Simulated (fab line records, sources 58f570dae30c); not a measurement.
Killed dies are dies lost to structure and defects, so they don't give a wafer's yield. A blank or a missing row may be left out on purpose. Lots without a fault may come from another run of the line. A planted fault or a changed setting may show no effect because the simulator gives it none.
fab line records | flow berkeley_cmos170
record lots=5 wafers=15 last_day=11
route steps=331 shown NVT@113 PVT@115 GATE@125 FIELD@126 PLDD@145
lots that met no fault: from a run of the same line without faults
start_h: hours from the record's first day to the start of the lot's first wafer shown | wait_h: hours since the lot's step before | " the same as in the row above | L1.1+2: a row that stands for several wafers | - no value, or no start given | * or withheld: withheld | < > ~ a bound
route shown NAME@n: a module of which the file shows steps, and the number in the route of the first | usual: mean/standard deviation of fault-free wafers | same: alike in all rows | chamber/n: place in a boat | sites: the reading at each site | _std_site: their standard deviation | _edge_site: outer sites' mean less inner sites' | radius_mm: how far each site lies from the wafer's centre | mask NAME#n: copy n | behind: the tool/chamber that last shaped the wafer | hold: why the lot was held/for how many hours/how that ended | device: the transistor (n, p or np) that didn't switch | end of line: the same wafers' tests at the end of the route | a step without rows: its recipe alone | killed: dies lost to structure and defects at the first sort, not the wafer's yield | map: a wafer's dies, x killed, . not, _ none there
set.NAME: the setting as run; set.NAME@STEP: as run at that earlier step | model.NAME: the simulator's own value behind a step, which no gauge read
lots at some steps of the route; a table a step, a row a wafer
services: from which hour (start_h, from the record's first day; less than 0 if before it) a tool's chamber was out of use, for how many hours, and why
## steps
# step UCB170_NVT_TW_MEAS_09
# usual NVT_TW=522/3.2
# columns lot.wafer tool chamber start_h wait_h NVT_TW
L084.1 film_metro-02 - 192.41 0.1 524
L084.2 " - " " 525
L084.3 " - " " 525
L086.3 film_metro-04 - 192.79 0.1 519
L086.4 " - " " 518
L086.5 " - " " 521
L085.1 film_metro-03 - 193.13 0.1 522
L085.3 " - " " 525
L085.6 " - " " 524
L090.2 film_metro-04 - 207.78 0.1 517
L090.3 " - " " 520
L090.4 " - " " 521
L092.3 film_metro-04 - 208.46 0.1 524
L092.5 " - " " 520
L092.6 " - " " 521
# step UCB170_NVT_CLEAN_10
# recipe chemistry=SPM temp_c=120 time_s=600
# columns lot.wafer tool chamber start_h wait_h
L084.1+2+3 wet_bench-04 2 192.47 0.1
L086.3+4+5 wet_bench-04 3 192.83 0.0
L085.1+3+6 wet_bench-01 3 193.19 0.1
L090.2+3+4 wet_bench-01 0 207.83 0.0
L092.3+5+6 wet_bench-02 1 208.60 0.1
# step UCB170_PVT_HMDS_00
# recipe prime_time_s=60 prime_temp_c=100
# usual prime_temp_c=100.01/0.14
# columns lot.wafer tool chamber start_h wait_h prime_temp_c
L084.1 litho_track-02 0 193.77 1.1 99.76
L084.2 " 0 " " 99.82
L084.3 " 0 " " 99.95
L086.3 litho_track-03 0 193.98 1.0 100.06
L086.4 " 0 " " 100.19
L086.5 " 0 " " 99.96
L085.1 litho_track-03 0 194.38 1.0 99.94
L085.3 " 0 " " 99.78
L085.6 " 0 " " 100.05
L090.2 litho_track-02 0 208.45 0.4 99.86
L090.3 " 0 " " 99.77
L090.4 " 0 " " 99.74
L092.3 litho_track-02 0 209.65 0.9 100.00
L092.5 " 0 " " 100.26
L092.6 " 0 " " 99.89
# step UCB170_PVT_COAT_01
# recipe resist=KrF spin_rpm=1500 resist_thk_nm=900
# columns lot.wafer tool chamber start_h wait_h
L084.1+2+3 litho_track-02 0 193.92 0.1
L086.3+4+5 litho_track-03 0 194.13 0.1
L085.1+3+6 litho_track-03 0 194.53 0.1
L090.2+3+4 litho_track-02 0 208.60 0.1
L092.3+5+6 litho_track-02 0 209.80 0.1
# step UCB170_PVT_SOFTBAKE_02
# recipe resist=KrF temp_c=130 time_s=60
# columns lot.wafer tool chamber start_h wait_h
L084.1+2+3 litho_track-02 0 194.07 0.1
L086.3+4+5 litho_track-03 0 194.28 0.1
L085.1+3+6 litho_track-03 0 194.68 0.1
L090.2+3+4 litho_track-02 0 208.75 0.1
L092.3+5+6 litho_track-02 0 209.95 0.1
# step UCB170_PVT_EXPOSE_03
# recipe mask_id=NWELL target_cd_nm=3000 na=0.5 sigma_outer=0.6 source_shape=conventional dose_mj=30
# columns lot.wafer tool chamber start_h wait_h mask
L084.1+2+3 krf_scanner-01 0 194.51 0.4 NWELL#0
L086.3+4+5 krf_scanner-02 0 194.91 0.6 NWELL#0
L085.1+3+6 krf_scanner-01 0 195.18 0.5 NWELL#0
L090.2+3+4 krf_scanner-02 0 - - NWELL#0
L092.3+5+6 krf_scanner-01 0 210.24 0.3 NWELL#0
# step UCB170_PVT_PEB_04
# recipe peb_temp_c=130 peb_time_s=withheld resist=KrF
# columns lot.wafer tool chamber start_h wait_h
L084.1+2+3 litho_track-03 0 195.28 0.8
L086.3+4+5 litho_track-03 0 195.61 0.7
L085.1+3+6 litho_track-01 0 195.63 0.4
L090.2+3+4 litho_track-03 0 - -
L092.3+5+6 litho_track-03 0 211.28 1.0
# step UCB170_PVT_DEVELOP_05
# recipe developer=TMAH develop_time_s=45 resist=KrF dev_temp_c=21
# usual developer_temp_C=20.99/0.099
# columns lot.wafer tool chamber start_h wait_h developer_temp_C
L084.1 litho_track-03 0 - - 21.16
L084.2 " 0 " " 21.18
L084.3 " 0 " " 21.13
L086.3 litho_track-03 0 - - 20.94
L086.4 " 0 " " 20.90
L086.5 " 0 " " 20.88
L085.1 litho_track-01 0 - - 21.05
L085.3 " 0 " " 20.99
L085.6 " 0 " " 20.99
L090.2 litho_track-03 0 - - 21.02
L090.3 " 0 " " 21.09
L090.4 " 0 " " 21.04
L092.3 litho_track-03 0 - - 21.22
L092.5 " 0 " " 20.95
L092.6 " 0 " " 20.99
# step UCB170_PVT_OVL_MEAS_06
# usual PVT_OVL=-1/5
# columns lot.wafer tool chamber start_h wait_h PVT_OVL[nm]
L084.1 overlay-01 - 195.56 - 9
L084.2 " - " " -12
L084.3 " - " " 1
L086.3 overlay-02 - 195.84 - -3
L086.4 " - " " -5
L086.5 " - " " -2
L085.1 overlay-01 - 195.90 - -3
L085.3 " - " " 2
L085.6 " - " " 3
L090.2 overlay-01 - 210.24 - -9
L090.3 " - " " -7
L090.4 " - " " -8
L092.3 overlay-01 - 211.52 - -3
L092.5 " - " " -6
L092.6 " - " " -5
# step UCB170_PVT_IMPLANT_07
# recipe species=P dose_cm2=2e+12 energy_kev=30 tilt_deg=7
# usual beam_on_s=10.00/0.19
# columns lot.wafer tool chamber start_h wait_h beam_on_s
L084.1 implanter-02 0 195.59 0.0 10.26
L084.2 " 0 " " 9.84
L084.3 " 0 " " 10.20
L086.3 implanter-02 0 195.92 0.1 9.95
L086.4 " 0 " " 10.42
L086.5 " 0 " " 9.86
L085.1 implanter-03 0 195.94 0.0 9.90
L085.3 " 0 " " 9.97
L085.6 " 0 " " 9.84
L090.2 implanter-04 0 210.29 0.0 9.97
L090.3 " 0 " " 10.18
L090.4 " 0 " " 10.10
L092.3 implanter-02 0 211.59 0.1 10.20
L092.5 " 0 " " 10.10
L092.6 " 0 " " 9.85
# step UCB170_PVT_STRIP_08
# recipe chemistry=O2 power_w=400 pressure_mtorr=3500 platen_temp_c=withheld o2_flow_sccm=400 overash_fraction=0.5
# usual drypump_motor_current_A=5.6/0.4 oes_product_au=0.734/0.0043 strip_time_to_endpoint_s=21.60/0.057
# columns lot.wafer tool chamber start_h wait_h drypump_motor_current_A oes_product_au rf_hours_counter_h strip_time_to_endpoint_s
L084.1 plasma_asher-03 1 195.74 0.1 5.8 0.730 48 21.63
L084.2 " 0 " " 5.7 0.739 48 21.64
L084.3 " 0 " " 5.7 0.727 - 21.61
L086.3 plasma_asher-03 1 196.05 0.1 5.9 0.733 - 21.61
L086.4 " 0 " " 5.7 0.737 - 21.62
L086.5 " 1 " " 5.8 0.733 - 21.58
L085.1 plasma_asher-02 0 196.09 0.1 6.4 0.730 46 21.61
L085.3 " 0 " " 6.4 0.727 - 21.65
L085.6 " 1 " " 4.8 0.736 - 21.71
L090.2 plasma_asher-03 0 210.42 0.1 5.6 0.734 50 21.58
L090.3 " 0 " " 5.7 0.732 - 21.55
L090.4 " 1 " " 5.8 0.733 - 21.62
L092.3 plasma_asher-04 0 211.73 0.1 5.5 0.741 - 21.60
L092.5 " 0 " " 5.5 0.730 - 21.61
L092.6 " 1 " " 5.5 0.731 - 21.70
# step UCB170_PVT_TW_MEAS_09
# usual PVT_TW=503.8/2.7
# columns lot.wafer tool chamber start_h wait_h PVT_TW
L084.1 film_metro-01 - 195.84 0.1 498.2
L084.2 " - " " 500.1
L084.3 " - " " 502.8
L086.3 film_metro-03 - 196.14 0.1 507.0
L086.4 " - " " 505.0
L086.5 " - " " 510.4
L085.1 film_metro-04 - 196.19 0.1 501.9
L085.3 " - " " 504.2
L085.6 " - " " 502.9
L090.2 film_metro-01 - 210.53 0.1 502.5
L090.3 " - " " 499.0
L090.4 " - " " 498.8
L092.3 film_metro-04 - 211.81 0.1 502.3
L092.5 " - " " 500.7
L092.6 " - " " 503.2
# step UCB170_GATE_WET_ETCH_00
# recipe chemistry=dHF dilution=25:1 target=SiO2 temp_c=25 time_s=200
# columns lot.wafer tool chamber start_h wait_h
L084.1+2+3 wet_bench-03 2 195.90 0.1
L086.3+4+5 wet_bench-03 2 196.18 0.0
L085.1+3+6 wet_bench-03 1 196.25 0.1
L090.2+3+4 wet_bench-01 1 210.58 0.0
L092.3+5+6 wet_bench-02 1 211.85 0.0
# step UCB170_FIELD_THK_MEAS_91
# recipe reads=SiO2_of_FIELD_OXIDATION_01
# usual FIELD_OXIDE_LEFT_2_THK=354/14
# columns lot.wafer tool chamber start_h wait_h FIELD_OXIDE_LEFT_2_THK[nm]
L084.1 film_metro-04 - 195.97 0.0 361
L084.2 " - " " 358
L084.3 " - " " 374
L086.3 film_metro-01 - 196.26 0.0 345
L086.4 " - " " 347
L086.5 " - " " 345
L085.1 film_metro-03 - 196.31 0.0 333
L085.3 " - " " 348
L085.6 " - " " 336
L090.2 film_metro-03 - 210.65 0.0 353
L090.3 " - " " 358
L090.4 " - " " 346
L092.3 film_metro-01 - 211.94 0.0 352
L092.5 " - " " 351
L092.6 " - " " 349
# step UCB170_GATE_OXIDATION_01
# recipe temp_c=850 ambient=O2 target_thk_a=66 ox_time_s=1800
# usual tube_center_temp_C_max=852.2/0.33
# columns lot.wafer tool chamber start_h wait_h tube_center_temp_C_max
L084.1 furnace-01 0 197.78 1.8 851.7
L084.2 " 0 " " 851.9
L084.3 " 0 " " 851.6
L085.1 furnace-01 0 197.78 1.5 852.2
L085.3 " 0 " " 851.7
L085.6 " 0 " " 852.1
L086.3 furnace-01 0 197.78 1.5 852.4
L086.4 " 0 " " 851.9
L086.5 " 0 " " 852.2
L090.2 furnace-02 0 214.67 4.0 852.0
L090.3 " 0 " " 851.6
L090.4 " 0 " " 853.0
L092.3 furnace-02 0 214.67 2.7 852.4
L092.5 " 0 " " 852.1
L092.6 " 0 " " 852.2
# step UCB170_GATE_THK_MEAS_02
# recipe reads=SiO2_of_GATE_OXIDATION_01
# usual GATE_OXIDE_THK=6.56/0.14
# columns lot.wafer tool chamber start_h wait_h GATE_OXIDE_THK[nm]
L084.1 film_metro-02 - 199.28 0.0 6.79
L084.2 " - " " 6.65
L084.3 " - " " 6.70
L086.3 film_metro-04 - 199.30 0.0 6.81
L086.4 " - " " 6.83
L086.5 " - " " 6.69
L085.1 film_metro-02 - 199.34 0.1 6.60
L085.3 " - " " 6.59
L085.6 " - " " 6.56
L090.2 film_metro-02 - 216.18 0.0 6.51
L090.3 " - " " 6.49
L090.4 " - " " 6.50
L092.3 film_metro-01 - 216.25 0.1 6.78
L092.5 " - " " 6.58
L092.6 " - " " 6.33
# step UCB170_GATE_ANNEAL_03
# recipe temp_c=900 time_s=1800 ambient=N2
# usual tube_center_temp_C_max=902.4/0.41
# columns lot.wafer tool chamber start_h wait_h tube_center_temp_C_max
L084.1 furnace-02 0 201.57 2.3 903.0
L084.2 " 0 " " 902.0
L084.3 " 0 " " 902.1
L085.1 furnace-02 0 201.57 2.2 901.7
L085.3 " 0 " " 902.5
L085.6 " 0 " " 902.5
L086.3 furnace-02 0 201.57 2.3 902.1
L086.4 " 0 " " 902.2
L086.5 " 0 " " 902.2
L090.2 furnace-04 0 218.48 2.3 902.5
L090.3 " 0 " " 901.8
L090.4 " 0 " " 902.5
L092.3 furnace-04 0 218.48 2.2 902.0
L092.5 " 0 " " 901.8
L092.6 " 0 " " 902.5
# step UCB170_GATE_CVD_04
# recipe material=poly-Si temp_c=610 precursor=SiH4 time_s=1440 pressure_mtorr=375 target_thk_nm=214 sih4_flow_sccm=120
# columns lot.wafer tool chamber start_h wait_h
L084.1+2+3 lpcvd-02 0 203.07 0.0
L085.1+3+6 lpcvd-02 1 203.07 0.0
L086.3+4+5 lpcvd-02 0 203.07 0.0
L090.2+3+4 lpcvd-02 0 219.98 0.0
L092.3+5+6 lpcvd-02 0 219.98 0.0
# step UCB170_GATE_THK_MEAS_05
# recipe reads=poly-Si_of_GATE_CVD_04
# usual GATE_POLY_THK=214.9/2.4
# columns lot.wafer tool chamber start_h wait_h GATE_POLY_THK[nm]
L084.1 film_metro-04 - 204.47 0.0 216.3
L084.2 " - " " 215.6
L084.3 " - " " 217.0
L085.1 film_metro-01 - 204.47 0.0 212.1
L085.3 " - " " 210.2
L085.6 " - " " 212.5
L086.3 film_metro-02 - 204.49 0.0 215.0
L086.4 " - " " 217.3
L086.5 " - " " 217.1
L090.2 film_metro-02 - 221.40 0.0 213.6
L090.3 " - " " 214.5
L090.4 " - " " 213.3
L092.3 film_metro-01 - 221.44 0.1 214.4
L092.5 " - " " 213.7
L092.6 " - " " 215.4
# step UCB170_GATE_COAT_06
# recipe resist=BARC temp_c=withheld time_s=withheld spin_rpm=3000 resist_thk_nm=withheld
# columns lot.wafer tool chamber start_h wait_h
L086.3+4+5 litho_track-03 0 204.58 0.1
L084.1+2+3 litho_track-02 0 204.63 0.1
L085.1+3+6 litho_track-04 0 204.84 0.4
L090.2+3+4 litho_track-04 0 221.67 0.3
L092.3+5+6 litho_track-03 0 221.82 0.4
# step UCB170_GATE_COAT_07
# recipe resist=KrF spin_rpm=1500 resist_thk_nm=900
# columns lot.wafer tool chamber start_h wait_h
L086.3+4+5 litho_track-03 0 - -
L084.1+2+3 litho_track-02 0 - -
L085.1+3+6 litho_track-04 0 - -
L090.2+3+4 litho_track-04 0 - -
L092.3+5+6 litho_track-03 0 - -
# step UCB170_GATE_SOFTBAKE_08
# recipe resist=KrF temp_c=130 time_s=60
# columns lot.wafer tool chamber start_h wait_h
L086.3+4+5 litho_track-03 0 - -
L084.1+2+3 litho_track-02 0 - -
L085.1+3+6 litho_track-04 0 - -
L090.2+3+4 litho_track-04 0 - -
L092.3+5+6 litho_track-03 0 - -
# step UCB170_GATE_EXPOSE_09
# recipe mask_id=POLY target_cd_nm=350 na=0.5 sigma_outer=0.6 source_shape=conventional dose_mj=21
# columns lot.wafer tool chamber start_h wait_h mask
L086.3+4+5 krf_scanner-02 0 205.02 - POLY#0
L084.1+2+3 krf_scanner-02 0 205.10 - POLY#0
L085.1+3+6 krf_scanner-02 0 205.29 - POLY#0
L090.2+3+4 krf_scanner-01 0 222.34 - POLY#0
L092.3+5+6 krf_scanner-02 0 222.60 - POLY#0
# step UCB170_GATE_PEB_10
# recipe peb_temp_c=130 peb_time_s=withheld resist=KrF
# columns lot.wafer tool chamber start_h wait_h
L086.3+4+5 litho_track-04 0 205.34 0.3
L084.1+2+3 litho_track-03 0 205.43 0.3
L085.1+3+6 litho_track-04 0 205.56 0.3
L090.2+3+4 litho_track-03 0 222.52 0.2
L092.3+5+6 litho_track-03 0 222.82 0.2
# step UCB170_GATE_DEVELOP_11
# recipe developer=TMAH develop_time_s=45 resist=KrF dev_temp_c=21
# usual developer_temp_C=21.00/0.09
# columns lot.wafer tool chamber start_h wait_h developer_temp_C
L086.3 litho_track-04 0 - - 21.10
L086.4 " 0 " " 21.07
L086.5 " 0 " " 21.10
L084.1 litho_track-03 0 - - 21.09
L084.2 " 0 " " 20.97
L084.3 " 0 " " 21.01
L085.1 litho_track-04 0 - - 21.02
L085.3 " 0 " " 21.00
L085.6 " 0 " " 21.01
L090.2 litho_track-03 0 - - 21.05
L090.3 " 0 " " 21.05
L090.4 " 0 " " 20.87
L092.3 litho_track-03 0 - - 20.98
L092.5 " 0 " " 20.82
L092.6 " 0 " " 20.91
# step UCB170_GATE_CD_MEAS_12
# recipe target_cd_nm=350
# usual cd_nm=349.8/1.4
# columns lot.wafer tool chamber start_h wait_h cd_nm
L086.3 cd_sem-02 - 205.60 - 352.7
L086.4 " - " " 351.0
L086.5 " - " " 352.4
L084.1 cd_sem-02 - 205.71 - 350.3
L084.2 " - " " 349.5
L084.3 " - " " 350.0
L085.1 cd_sem-01 - 205.84 - 351.5
L085.3 " - " " 350.2
L085.6 " - " " 351.2
L090.2 cd_sem-02 - 222.79 - 348.3
L090.3 " - " " 350.6
L090.4 " - " " 351.4
L092.3 cd_sem-02 - 223.09 - 351.5
L092.5 " - " " 350.4
L092.6 " - " " 350.9
# step UCB170_GATE_OVL_MEAS_13
# usual GATE_OVL=-1/5.8
# columns lot.wafer tool chamber start_h wait_h GATE_OVL[nm]
L086.3 overlay-02 - 205.69 0.1 12
L086.4 " - " " 4
L086.5 " - " " 10
L084.1 overlay-01 - 205.83 0.1 -3
L084.2 " - " " 0
L084.3 " - " " -1
L085.1 overlay-02 - 205.96 0.1 10
L085.3 " - " " 5
L085.6 " - " " 7
L090.2 overlay-02 - 222.90 0.1 -4
L090.3 " - " " 1
L090.4 " - " " -2
L092.3 overlay-01 - 223.18 0.1 5
L092.5 " - " " 6
L092.6 " - " " 4
# step UCB170_GATE_ETCH_14
# recipe chemistry=N2/H2 target_depth_a=withheld overetch_a=withheld target=BARC time_s=withheld source_w=500 bias_w=100 pressure_mtorr=30 n2_flow_sccm=100 h2_flow_sccm=200
# usual drypump_motor_current_A=5.67/0.27 oes_product_au=1.003/0.019 throttle_valve_pct=13.35/0.16
# columns lot.wafer tool chamber start_h wait_h drypump_motor_current_A oes_product_au throttle_valve_pct
L086.3 rie_diel-04 0 205.72 0.0 5.69 0.987 13.28
L086.4 " 1 " " 5.68 1.020 13.32
L086.5 " 3 " " 6.00 1.000 13.39
L084.1 rie_diel-01 2 205.86 0.0 5.50 0.958 13.12
L084.2 " 0 " " 5.68 1.037 13.51
L084.3 " 3 " " 5.56 1.022 13.75
L085.1 rie_diel-02 2 205.99 0.0 5.82 0.993 13.17
L085.3 " 1 " " 5.99 1.015 13.36
L085.6 " 1 " " 5.96 1.010 13.36
L090.2 rie_diel-04 1 222.93 0.0 5.66 1.002 13.32
L090.3 " 3 " " 6.04 0.992 13.38
L090.4 " 3 " " 6.01 1.006 13.40
L092.3 rie_diel-01 0 223.21 0.0 5.73 1.042 13.51
L092.5 " 0 " " 5.71 1.024 13.52
L092.6 " 1 " " 5.34 1.008 13.19
# step UCB170_GATE_ETCH_15
# recipe chemistry=HBr/Cl2 target=poly-Si stop_on=SiO2 over_etch_frac=0.3 icp_w=300 bias_w=150 time_s=56.3 pressure_mtorr=15 HBr_flow_sccm=150 Cl2_flow_sccm=50 target_depth_a=2782
# usual HBr_flow_sccm=150.0/0.41 drypump_motor_current_A=5.46/0.26 oes_product_au=0.829/0.015 throttle_valve_pct=26.40/0.24
# columns lot.wafer tool chamber start_h wait_h HBr_flow_sccm drypump_motor_current_A oes_product_au rf_hours_counter_h throttle_valve_pct
L086.3 rie_si-02 3 205.76 - 150.3 5.66 0.837 1 26.77
L086.4 " 1 " " 150.2 5.58 0.854 66 26.66
L086.5 " 1 " " 150.2 5.58 0.859 - 26.63
L084.1 rie_si-01 1 205.91 - 150.2 5.22 0.831 0 26.65
L084.2 " 2 " " 150.3 5.33 0.820 11 26.26
L084.3 " 3 " " 150.8 5.28 0.845 76 25.98
L085.1 rie_si-02 0 206.03 - 150.7 6.00 0.805 1 26.25
L085.3 " 1 " " 149.6 5.55 0.847 66 26.65
L085.6 " 0 " " 150.7 6.03 0.819 - 26.25
L090.2 rie_si-02 2 222.97 - 150.0 5.49 0.815 16 26.45
L090.3 " 1 " " 149.0 5.56 0.854 66 26.66
L090.4 " 0 " " 149.7 6.03 0.815 1 26.29
L092.3 rie_si-01 1 223.25 - 150.4 5.23 0.836 0 26.65
L092.5 " 1 " " 150.6 5.22 0.835 - 26.65
L092.6 " 0 " " 149.8 5.19 0.808 - 26.32
# step UCB170_GATE_STRIP_16
# recipe chemistry=O2 power_w=400 pressure_mtorr=3500 platen_temp_c=withheld o2_flow_sccm=400 overash_fraction=0.5
# usual drypump_motor_current_A=5.7/0.36 oes_product_au=0.725/0.0042
# columns lot.wafer tool chamber start_h wait_h drypump_motor_current_A oes_product_au rf_hours_counter_h
L086.3 plasma_asher-04 0 205.84 0.1 5.5 0.735 -
L086.4 " 1 " " 5.5 0.725 -
L086.5 " 0 " " 5.5 0.716 -
L084.1 plasma_asher-01 0 205.95 0.0 6.7 0.727 9
L084.2 " 1 " " 5.5 0.721 9
L084.3 " 1 " " 5.5 0.729 -
L085.1 plasma_asher-03 1 206.08 0.0 5.8 0.728 49
L085.3 " 0 " " 5.7 0.727 -
L085.6 " 1 " " 5.9 0.733 -
L090.2 plasma_asher-03 0 223.02 0.0 5.7 0.723 51
L090.3 " 1 " " 5.9 0.732 -
L090.4 " 0 " " 5.6 0.732 -
L092.3 plasma_asher-04 1 223.33 0.1 5.5 0.728 -
L092.5 " 1 " " 5.5 0.728 -
L092.6 " 0 " " 5.5 0.721 -
# step UCB170_GATE_CD_MEAS_90
# recipe target_cd_nm=350
# usual cd_nm=349.8/1.7
# columns lot.wafer tool chamber start_h wait_h cd_nm
L086.3 cd_sem-01 - 206.00 0.1 353.8
L086.4 " - " " 350.8
L086.5 " - " " 352.2
L084.1 cd_sem-02 - 206.10 0.1 351.2
L084.2 " - " " 350.3
L084.3 " - " " 349.8
L085.1 cd_sem-01 - 206.20 0.1 350.3
L085.3 " - " " 351.0
L085.6 " - " " 351.7
L090.2 cd_sem-01 - 223.14 0.1 348.3
L090.3 " - " " 350.0
L090.4 " - " " 351.0
L092.3 cd_sem-01 - 223.44 0.1 351.8
L092.5 " - " " 350.9
L092.6 " - " " 349.5
# step UCB170_GATE_CLEAN_17
# recipe chemistry=SPM temp_c=120 time_s=600
# columns lot.wafer tool chamber start_h wait_h
L086.3+4+5 wet_bench-01 1 206.08 0.1
L084.1+2+3 wet_bench-03 1 206.22 0.1
L085.1+3+6 wet_bench-01 3 206.32 0.1
L090.2+3+4 wet_bench-02 0 223.35 0.2
L092.3+5+6 wet_bench-02 0 223.72 0.3
# step UCB170_PLDD_HMDS_00
# recipe prime_time_s=60 prime_temp_c=100
# usual prime_temp_c=99.97/0.13
# columns lot.wafer tool chamber start_h wait_h prime_temp_c
L086.3 litho_track-02 0 206.30 0.1 99.88
L086.4 " 0 " " 99.94
L086.5 " 0 " " 99.95
L084.1 litho_track-02 0 206.70 0.3 99.81
L084.2 " 0 " " 100.12
L084.3 " 0 " " 99.95
L085.1 litho_track-02 0 207.15 0.7 100.07
L085.3 " 0 " " 99.87
L085.6 " 0 " " 100.09
L090.2 litho_track-04 0 223.92 0.4 99.91
L090.3 " 0 " " 99.75
L090.4 " 0 " " 99.90
L092.3 litho_track-01 0 224.11 0.2 99.64
L092.5 " 0 " " 99.97
L092.6 " 0 " " 100.03
# step UCB170_PLDD_COAT_01
# recipe resist=KrF spin_rpm=1500 resist_thk_nm=900
# columns lot.wafer tool chamber start_h wait_h
L086.3+4+5 litho_track-02 0 206.45 0.1
L084.1+2+3 litho_track-02 0 206.85 0.1
L085.1+3+6 litho_track-02 0 207.30 0.1
L090.2+3+4 litho_track-04 0 224.07 0.1
L092.3+5+6 litho_track-01 0 224.26 0.1
# step UCB170_PLDD_SOFTBAKE_02
# recipe resist=KrF temp_c=130 time_s=60
# columns lot.wafer tool chamber start_h wait_h
L086.3+4+5 litho_track-02 0 206.60 0.1
L084.1+2+3 litho_track-02 0 207.00 0.1
L085.1+3+6 litho_track-02 0 207.45 0.1
L090.2+3+4 litho_track-04 0 224.22 0.1
L092.3+5+6 litho_track-01 0 224.41 0.1
# step UCB170_PLDD_EXPOSE_03
# recipe mask_id=PSELECT na=0.5 sigma_outer=0.6 source_shape=conventional target_cd_nm=1200 dose_mj=30
# columns lot.wafer tool chamber start_h wait_h mask
L086.3+4+5 krf_scanner-02 0 207.18 0.6 PSELECT#0
L084.1+2+3 krf_scanner-02 0 207.37 0.3 PSELECT#0
L085.1+3+6 krf_scanner-02 0 207.60 0.1 PSELECT#0
L090.2+3+4 krf_scanner-01 0 224.37 0.1 PSELECT#0
L092.3+5+6 krf_scanner-01 0 224.55 0.1 PSELECT#0
# step UCB170_PLDD_PEB_04
# recipe peb_temp_c=130 peb_time_s=withheld resist=KrF
# columns lot.wafer tool chamber start_h wait_h
L086.3+4+5 litho_track-02 0 207.65 0.5
L084.1+2+3 litho_track-02 0 207.88 0.5
L085.1+3+6 litho_track-02 0 208.15 0.5
L090.2+3+4 litho_track-04 0 225.10 0.7
L092.3+5+6 litho_track-01 0 225.28 0.7
# step UCB170_PLDD_DEVELOP_05
# recipe developer=TMAH develop_time_s=45 resist=KrF dev_temp_c=21
# usual developer_temp_C=21.02/0.11
# columns lot.wafer tool chamber start_h wait_h developer_temp_C
L086.3 litho_track-02 0 - - 21.06
L086.4 " 0 " " 21.05
L086.5 " 0 " " 21.15
L084.1 litho_track-02 0 - - 21.06
L084.2 " 0 " " 20.92
L084.3 " 0 " " 20.88
L085.1 litho_track-02 0 - - 21.00
L085.3 " 0 " " 21.18
L085.6 " 0 " " 20.92
L090.2 litho_track-04 0 - - 21.02
L090.3 " 0 " " 20.92
L090.4 " 0 " " 20.85
L092.3 litho_track-01 0 - - 21.01
L092.5 " 0 " " 21.07
L092.6 " 0 " " 20.77
# step UCB170_PLDD_CD_MEAS_06
# recipe target_cd_nm=1200
# usual cd_nm=1200.6/1.3
# columns lot.wafer tool chamber start_h wait_h cd_nm
L086.3 cd_sem-01 - 207.92 - 1202.8
L086.4 " - " " 1200.6
L086.5 " - " " 1201.1
L084.1 cd_sem-02 - 208.15 - 1201.3
L084.2 " - " " 1201.2
L084.3 " - " " 1201.1
L085.1 cd_sem-01 - 208.43 - 1199.6
L085.3 " - " " 1198.8
L085.6 " - " " 1200.6
L090.2 cd_sem-01 - 225.37 - 1200.2
L090.3 " - " " 1201.5
L090.4 " - " " 1201.4
L092.3 cd_sem-02 - 225.55 - 1200.8
L092.5 " - " " 1200.0
L092.6 " - " " 1200.8
# step UCB170_PLDD_OVL_MEAS_07
# usual PLDD_OVL=0/4.9
# columns lot.wafer tool chamber start_h wait_h PLDD_OVL[nm]
L086.3 overlay-01 - 208.01 0.1 4
L086.4 " - " " 11
L086.5 " - " " 10
L084.1 overlay-01 - 208.27 0.1 2
L084.2 " - " " 7
L084.3 " - " " 0
L085.1 overlay-02 - 208.55 0.1 3
L085.3 " - " " 2
L085.6 " - " " -2
L090.2 overlay-02 - 225.47 0.1 1
L090.3 " - " " 4
L090.4 " - " " -4
L092.3 overlay-01 - 225.64 0.1 -1
L092.5 " - " " 6
L092.6 " - " " -2
# step UCB170_PLDD_IMPLANT_08
# recipe species=BF2 dose_cm2=5e+13 energy_kev=10 tilt_deg=7 rotation_deg=0
# usual beam_on_s=9.97/0.22
# columns lot.wafer tool chamber start_h wait_h beam_on_s
L086.3 implanter-03 0 208.08 0.1 10.05
L086.4 " 0 " " 10.09
L086.5 " 0 " " 9.81
L084.1 implanter-02 0 208.31 0.0 10.05
L084.2 " 0 " " 10.04
L084.3 " 0 " " 10.19
L085.1 implanter-01 0 208.58 0.0 9.75
L085.3 " 0 " " 9.80
L085.6 " 0 " " 9.97
L090.2 implanter-02 0 225.53 0.0 10.06
L090.3 " 0 " " 9.87
L090.4 " 0 " " 9.86
L092.3 implanter-01 0 225.71 0.1 9.67
L092.5 " 0 " " 10.28
L092.6 " 0 " " 10.20
# step UCB170_PLDD_IMPLANT_09
# recipe species=BF2 dose_cm2=5e+13 energy_kev=10 tilt_deg=7 rotation_deg=180
# usual beam_on_s=10.03/0.19
# columns lot.wafer tool chamber start_h wait_h beam_on_s
L086.3 implanter-03 0 208.23 0.1 9.75
L086.4 " 0 " " 9.77
L086.5 " 0 " " 9.69
L084.1 implanter-02 0 208.46 0.1 9.95
L084.2 " 0 " " 10.26
L084.3 " 0 " " 10.14
L085.1 implanter-01 0 208.73 0.1 10.11
L085.3 " 0 " " 10.14
L085.6 " 0 " " 10.01
L090.2 implanter-02 0 225.68 0.1 10.29
L090.3 " 0 " " 10.19
L090.4 " 0 " " 9.93
L092.3 implanter-01 0 225.86 0.1 9.48
L092.5 " 0 " " 9.87
L092.6 " 0 " " 10.07
## services
# columns tool chamber start_h hours kind
implanter-01 - 168.48 1.2 repair
rie_si-01 1 168.86 - clean
rie_si-01 1 168.86 11.4 scheduled_down
rie_si-01 1 168.86 11.4 vent_cycle
implanter-03 - 170.25 2.5 pm
krf_scanner-02 - 170.30 1.0 pm
rie_diel-02 2 171.72 4.4 repair
rie_diel-01 3 178.86 1.9 repair
lpcvd-02 - 180.20 0.5 repair
furnace-01 - 185.63 3.1 pm
furnace-02 - 191.30 3.7 pm
rie_diel-02 1 191.42 1.3 repair
implanter-04 - 193.70 7.7 repair
plasma_asher-04 - 194.13 2.8 pm
furnace-01 - 200.61 3.3 pm
krf_scanner-01 - 204.33 4.4 pm
rie_diel-01 - 207.72 4.3 pm
implanter-01 - 209.51 1.6 repair
implanter-01 - 215.28 2.4 repair
rie_diel-02 0 216.04 18.0 repair
rie_diel-04 2 217.07 - clean
rie_diel-04 2 217.07 17.0 scheduled_down
rie_diel-04 2 217.07 17.0 vent_cycle
furnace-02 - 218.76 3.9 pm
## key
fault none
